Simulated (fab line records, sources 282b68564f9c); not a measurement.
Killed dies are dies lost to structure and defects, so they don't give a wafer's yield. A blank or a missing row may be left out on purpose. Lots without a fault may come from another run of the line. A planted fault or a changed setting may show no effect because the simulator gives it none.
Which tool did it? | flow rit_cmos | 13 lots, 39 wafers sampled, at 4 steps of a route of 202

WHAT THE GAUGES READ, wafer by wafer
RIT_ACTIVE_CD_MEAS_11: target cd 1400 nm.
lot  | measured    | on        | cd_nm (nm)
L861 | day 1 16:34 | cd_sem-02 | 1402.2 1401.7 1402.1
L863 | day 2 00:26 | cd_sem-02 | 1400.6 1402.7 1402.2
L864 | day 2 05:34 | cd_sem-02 | 1399.7 1400.0 1402.0
L865 | day 2 10:34 | cd_sem-02 | 1404.0 1402.1 1401.0
L866 | day 2 16:38 | cd_sem-02 | 1399.4 1401.4 1399.8
L867 | day 2 20:34 | cd_sem-02 | 1396.8 1396.8 1398.0
L869 | day 3 07:05 | cd_sem-02 | 1399.5 1400.6 1400.9
L871 | day 3 16:51 | cd_sem-02 | 1398.5 1398.4 1399.9
L873 | day 4 02:28 | cd_sem-02 | 1402.5 1402.4 1402.0
L876 | day 4 17:26 | cd_sem-01 | 1395.6 1395.6 1396.8
L880 | day 5 13:28 | cd_sem-01 | 1404.0 1403.7 1403.0
L882 | day 6 00:53 | cd_sem-02 | 1403.6 1404.9 1402.9
L883 | day 6 05:08 | cd_sem-01 | 1399.8 1398.9 1402.4

RIT_CONTACT_OVL_MEAS_09.
lot  | measured    | on         | CONTACT_OVL (nm)
L861 | day 3 06:22 | overlay-01 | -2.3 -1.1 -0.1
L863 | day 3 13:42 | overlay-01 | -1.2 0.7 -1.9
L864 | day 3 18:36 | overlay-02 | -1.4 -0.2 -2.6
L865 | day 4 01:15 | overlay-02 | 0.6 0.9 0.5
L866 | day 4 06:38 | overlay-01 | -3.5 -2.3 -1.1
L867 | day 4 09:55 | overlay-02 | 0.3 -1.3 0.2
L869 | day 4 19:34 | overlay-01 | -0.5 -1.8 -2.9
L871 | day 5 06:11 | overlay-02 | -2.4 -1.8 0.5
L873 | day 5 15:14 | overlay-01 | -1.8 -3.5 -0.8
L880 | day 7 08:07 | overlay-02 | -1.9 1.0 -0.7
L882 | day 7 17:25 | overlay-01 | -2.9 -3.5 -2.7
L883 | day 7 19:32 | overlay-02 | -1.8 -2.5 0.4

WHICH TOOL RAN EACH LOT (tool, then ch and the chambers of the sampled wafers, then the start)
lot  | RIT_PRETRO_STRIP_09                 | RIT_NSD_STRIP_09
L861 | plasma_asher-03 ch 0,1, day 2 09:05 | plasma_asher-03 ch 0,1, day 3 01:56
L863 | plasma_asher-03 ch 0,1, day 2 17:38 | plasma_asher-01 ch 0,1, day 3 09:22
L864 | plasma_asher-01 ch 0,1, day 2 22:09 | plasma_asher-01 ch 0,1, day 3 14:19
L865 | plasma_asher-03 ch 0,1, day 3 03:07 | plasma_asher-03 ch 0, day 3 20:58
L866 | plasma_asher-01 ch 0, day 3 10:13   | plasma_asher-03 ch 1, day 4 02:14
L867 | plasma_asher-03 ch 0,1, day 3 14:01 | plasma_asher-01 ch 0,1, day 4 05:20
L869 | plasma_asher-04 ch 0,1, day 3 23:41 | plasma_asher-04 ch 0,1, day 4 15:02
L871 | plasma_asher-03 ch 0, day 4 10:27   | plasma_asher-03 ch 0,1, day 5 01:46
L873 | plasma_asher-03 ch 0,1, day 4 18:47 | plasma_asher-03 ch 1, day 5 10:50
L876 | plasma_asher-04 ch 0,1, day 5 10:16 | -
L880 | plasma_asher-01 ch 1, day 6 10:04   | plasma_asher-01 ch 0,1, day 7 03:37
L882 | plasma_asher-01 ch 0,1, day 6 21:52 | plasma_asher-04 ch 0,1, day 7 12:55
L883 | plasma_asher-03 ch 0,1, day 7 00:12 | plasma_asher-04 ch 0,1, day 7 15:10
- RIT_PRETRO_STRIP_09: strips in O2, time 180 s.
- RIT_NSD_STRIP_09: strips in O2, time 180 s.

WHAT THE TOOLS THEMSELVES READ (means of the sampled wafers that have a number; where no wafer has one, the mark that the record gives instead)
RIT_PRETRO_STRIP_09.
lot  | tool            | drypump_motor_current_A (A) | run_length_s (s)
L861 | plasma_asher-03 | 5.7                         | 207.9
L863 | plasma_asher-03 | 5.7                         | 207.8
L864 | plasma_asher-01 | 5.4                         | 208.2
L865 | plasma_asher-03 | 5.3                         | 207.9
L866 | plasma_asher-01 | 5.1                         | 208.3
L867 | plasma_asher-03 | 5.3                         | 207.8
L869 | plasma_asher-04 | 5.3                         | 209.0
L871 | plasma_asher-03 | 5.0                         | 207.9
L873 | plasma_asher-03 | 5.3                         | 207.8
L876 | plasma_asher-04 | 5.4                         | 27.3
L880 | plasma_asher-01 | 5.9                         | 208.1
L882 | plasma_asher-01 | 5.7                         | 208.4
L883 | plasma_asher-03 | 5.6                         | 207.8

RIT_NSD_STRIP_09.
lot  | tool            | drypump_motor_current_A (A) | run_length_s (s)
L861 | plasma_asher-03 | 5.7                         | 207.9
L863 | plasma_asher-01 | 5.4                         | 208.4
L864 | plasma_asher-01 | 5.7                         | 208.1
L865 | plasma_asher-03 | 5.0                         | 207.9
L866 | plasma_asher-03 | 6.0                         | 207.7
L867 | plasma_asher-01 | 5.4                         | 208.4
L869 | plasma_asher-04 | 5.7                         | 208.3
L871 | plasma_asher-03 | 5.7                         | 207.8
L873 | plasma_asher-03 | 5.9                         | 207.7
L880 | plasma_asher-01 | 5.7                         | 208.5
L882 | plasma_asher-04 | 5.3                         | 208.3
L883 | plasma_asher-04 | 5.6                         | 208.5

THE ANSWER, worked out from the rows above alone
Rule: what is usual is taken from the lots themselves. Put in order of their means at a reading, lots are off if they are a third of the lots or fewer, leave a main group of 4 or more, and stand apart from it by a gap of 3 or more times the standard deviation of the main group's means; of several such gaps the widest counts. A main group whose means are all the same, to the digits that the tables above print for the reading, isn't used. A lot without any number at a reading at which 4 lots or more have one is off too. The other lots that the step has rows for count as sound. The gauges are gone through in route order, then the tools' own readings, and for those a lot's mean is taken as printed above. The first step at which some lot is off is used, and at that step the reading that is off furthest; a lot without a number counts as furthest.
Off: L876, at RIT_PRETRO_STRIP_09 (run_length_s). The main group: mean 208.1 s, standard deviation 0.34.
A tool fits if, at that step or a process step before it, it ran every lot that is off, and no sound lot after the first of them. One fits: plasma_asher-04 at RIT_PRETRO_STRIP_09. Its last sound lot is L869 (day 3 23:41), its first lot that is off L876 (day 5 10:16): a fault that began between those two fits.
The tool's own readings at RIT_PRETRO_STRIP_09 bear it out: on the lots that are off they differ by more than 5 times the standard deviation of the sound lots' means. run_length_s reads 27.3 s there against 208.1 s on the sound lots.

WHAT THE SIMULATOR HAD PUT IN
Strip aborted: plasma_asher-04, from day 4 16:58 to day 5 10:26, at RIT_PRETRO_STRIP_09. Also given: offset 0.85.
Lots struck among those shown: L876. The rule above found the same.
